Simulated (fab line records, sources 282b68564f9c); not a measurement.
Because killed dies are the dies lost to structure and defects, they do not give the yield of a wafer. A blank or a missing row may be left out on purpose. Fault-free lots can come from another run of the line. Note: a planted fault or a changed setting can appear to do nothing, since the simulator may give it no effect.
Struck lot and sound lot, side by side + flow rit_cmos + 15 out of 202 route steps
Sound: wafers L800.2, L800.4, L800.5. Wafers struck: L810.1, L810.2, L810.3. The cause comes at the end.
For every step that has rows: the tool of each side, followed by ch and its chambers, followed by its first start. Under that, the readings that differ: sound wafers + struck wafers + difference of the means + sigmas: that difference in standard deviations of wafers without a fault.
alike: readings whose means differ by less than 2 such deviations, and words and numbers that are the same on both sides. not compared: withheld readings, readings that some wafer has no value for, bounds like >300 that may hide the same value, and numbers for which the record gives no deviation and whose values overlap.
Wherever a step has rows on one side only, a row that says differs or no value, or a row with sigmas, the two part there. When numbers do not overlap yet have no deviation, they are printed without sigmas and do not part them. A reading that every wafer of one side lacks parts them only if that side has two wafers or more.

first, 4 steps without rows for these wafers: RIT_PLDD_SOFTBAKE_02 (time 60 s); RIT_PLDD_EXPOSE_03 (exposes mask M8, target cd 40900 nm); RIT_PLDD_PEB_04; RIT_PLDD_DEVELOP_05 (develop time 50 s).
RIT_PLDD_OVL_MEAS_06:
  sound on overlay-01 at day 3 17:03; struck on overlay-02 at day 5 11:35
  alike: PLDD_OVL
then, 2 steps without rows for these wafers: RIT_PLDD_HARDBAKE_07 (time 60 s); RIT_PLDD_IMPLANT_08.
RIT_PLDD_STRIP_09: strips in O2, time 180 s.
  sound on plasma_asher-01 ch 0,1, day 3 17:23; struck on plasma_asher-02 ch 0,1, day 5 11:56
  alike: drypump_motor_current_A
  not compared: rf_hours_counter_h
RIT_PLDD_TW_MEAS_10:
  sound on film_metro-04 at day 3 17:34; struck on film_metro-01 at day 5 12:07
  alike: PLDD_TW
then, 3 steps without rows for these wafers: RIT_SPACER_CLEAN_00 (cleans in SC1, time 600 s); RIT_SPACER_CLEAN_01 (cleans in dHF, time 30 s); RIT_SPACER_CLEAN_02 (cleans in SC2, time 600 s).
RIT_SPACER_CVD_03: deposits Si3N4 from SiH2Cl2/NH3, target thk 250 nm, time 3300 s.
  sound on lpcvd-02 ch 1, day 3 18:05; struck on lpcvd-01 ch 0, day 5 12:36
| reading                                  | sound             | struck            | difference | sigmas      |
|------------------------------------------|-------------------|-------------------|------------|-------------|
| spike_tc_centre_C (C)                    | 815.3 813.4 811.3 | 893.3 893.5 892.6 | +79.8      | +61         |
| spike_tc_load_C (C)                      | 836.6 836.3 836.8 | 913.2 916.0 913.9 | +77.8      | +35         |
| spike_tc_source_C (C)                    | 829.9 829.7 829.7 | 914.6 917.8 916.5 | +86.5      | +36         |
| susceptor_temp_C (C)                     | 809.4 809.6 809.5 | 892.2 892.4 891.6 | +82.6      | +99 or more |
| zone_power_load_pct (%)                  | 23.3 23.3 23.4    | 28.7 29.1 29.6    | +5.8       | +3          |
| zone_power_source_pct (%)                | 16.2 16.3 16.1    | 24.1 23.9 23.9    | +7.8       | +5          |
| model.Si3N4_of_SPACER_CVD_03.thk_nm (nm) | 251.2 252.1 251.7 | 423.8 426 423.9   | +172.9     |             |
RIT_SPACER_THK_MEAS_04:
  sound on film_metro-04 at day 3 20:01; struck on film_metro-03 at day 5 14:31
| reading                 | sound             | struck            | difference | sigmas |
|-------------------------|-------------------|-------------------|------------|--------|
| SPACER_NITRIDE_THK (nm) | 251.0 252.2 251.8 | 423.6 426.0 423.8 | +172.8     | +69    |
RIT_SPACER_ETCHBACK_05: etches Si3N4 in SF6/CHF3, stops on SiO2, target depth 250 nm, time 240 s.
  sound on rie_diel-03 ch 0,1,2, day 3 20:04; struck on rie_diel-01 ch 0,1,2, day 5 14:35
| reading                                  | sound             | struck            | difference | sigmas |
|------------------------------------------|-------------------|-------------------|------------|--------|
| oes_product_au (a.u.)                    | 0.855 0.827 0.853 | 0.989 0.960 1.017 | +0.144     | +11    |
| model.Si3N4_of_SPACER_CVD_03.thk_nm (nm) | 199.4 196.4 196.9 | 334.9 340.4 329.8 | +137.5     |        |
| model.etch.depth_nm (nm)                 | 251.2 252.1 251.7 | 303.3 290.5 320.9 | +53.2      |        |
  alike: SF6_flow_sccm, drypump_motor_current_A, throttle_valve_pct
  not compared: rf_hours_counter_h

## WHERE THEY PART
First at RIT_SPACER_CVD_03; last, within this record, at RIT_SPACER_ETCHBACK_05.

WHY: whatever the simulator had introduced
lpcvd-01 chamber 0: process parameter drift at RIT_SPACER_CVD_03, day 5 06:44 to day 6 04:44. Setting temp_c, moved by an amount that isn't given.
